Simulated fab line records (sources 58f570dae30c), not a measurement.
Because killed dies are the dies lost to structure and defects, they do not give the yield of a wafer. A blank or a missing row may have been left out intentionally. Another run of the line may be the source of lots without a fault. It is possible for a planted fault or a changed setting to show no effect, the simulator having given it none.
One fault through the eyes of 2 desks -- flow berkeley-cmos170 -- each desk holds nothing but its own numbers, with what lay behind them at the end

TOOL OWNER'S DESK, rie-diel-03
The tool's own readings at UCB170_V1_ETCH_14 (etches SiO2 in CHF3/CF4/Ar, stops on Al, target depth 1250 nm, time 291 s): means of the sampled wafers that have a number, for each lot that ran on this tool. Any lot whose mean is over 4 standard deviations away from the usual mean is out of limits and marked OUT; that distance is given in the brackets.
Columns: A = CHF3_flow_sccm at UCB170_V1_ETCH_14, usual 45.03 sccm; B = cf4-flow-sccm at UCB170_V1_ETCH_14, usual 14.99 sccm; C = drypump-motor-current-A at UCB170_V1_ETCH_14, usual 5.7 A; D = mfc-ar-sccm at UCB170_V1_ETCH_14, usual 150.0 sccm; E = oes-product-au at UCB170_V1_ETCH_14, usual 0.880 a.u.; F = rf-fwd-power-W at UCB170_V1_ETCH_14, usual 698.2 W; G = throttle-valve-pct at UCB170_V1_ETCH_14, usual 6.99 %
lot,first seen here,A,B,C,D,E,F,G
L484,day 7 11:57,45.12,15.02,5.9,150.2,0.894,696.4,6.94
L486,day 8 05:58,44.93,14.99,6.3,149.8,0.873,698.1,6.93
L494,day 9 06:50,45.02,15.01,6.0,150.2,0.883,699.1,6.86
L491,day 9 10:03,45.19,15.02,6.0,150.1,0.889,697.7,6.87
Result from this desk: across the 4 lots, nothing is out of limits.

METROLOGY DESK
What the gauges read, lot by lot, whatever tool the lot ran on: means of the sampled wafers that have a number. Any lot whose mean is over 4 standard deviations away from the usual mean is out of limits and marked OUT; that distance is given in the brackets.
Columns: A = M1_AL_THK at UCB170_M1_THK_MEAS_02, usual 591 nm; B = M1_OVL at UCB170_M1_OVL_MEAS_10, usual -2 nm; C = cd-nm at UCB170_V1_CD_MEAS_90, usual 699.4 nm
lot,first seen here,A,B,C
L482,day 7 02:43,582,-7,701.4
L484,day 7 02:58,584,-4,696.5
L483,day 7 03:14,603,-8,699.1
L487,day 7 20:56,600,-6,699.5
L486,day 7 21:31,595,1,698.5
L494,day 9 00:17,587,9,703.8
L491,day 9 01:51,584,-15,703.4
L495,day 9 23:02,578,10,701.2
L496,day 10 05:52,578,-4,699.3
L498,day 10 09:56,588,4,701.2
L500,day 10 16:04,587,-1,699.9
L502,day 11 08:34,588,-5,698.1
L503,day 11 08:46,590,-5,699.8
L505,day 11 15:38,594,-8,700.9
Result from this desk: across the 14 lots, nothing is out of limits.

ALL TOGETHER
The tool owner's desk saw nothing out of limits.
Metrology desk: nothing out of limits seen.

WHAT THE SIMULATOR HAD PUT IN
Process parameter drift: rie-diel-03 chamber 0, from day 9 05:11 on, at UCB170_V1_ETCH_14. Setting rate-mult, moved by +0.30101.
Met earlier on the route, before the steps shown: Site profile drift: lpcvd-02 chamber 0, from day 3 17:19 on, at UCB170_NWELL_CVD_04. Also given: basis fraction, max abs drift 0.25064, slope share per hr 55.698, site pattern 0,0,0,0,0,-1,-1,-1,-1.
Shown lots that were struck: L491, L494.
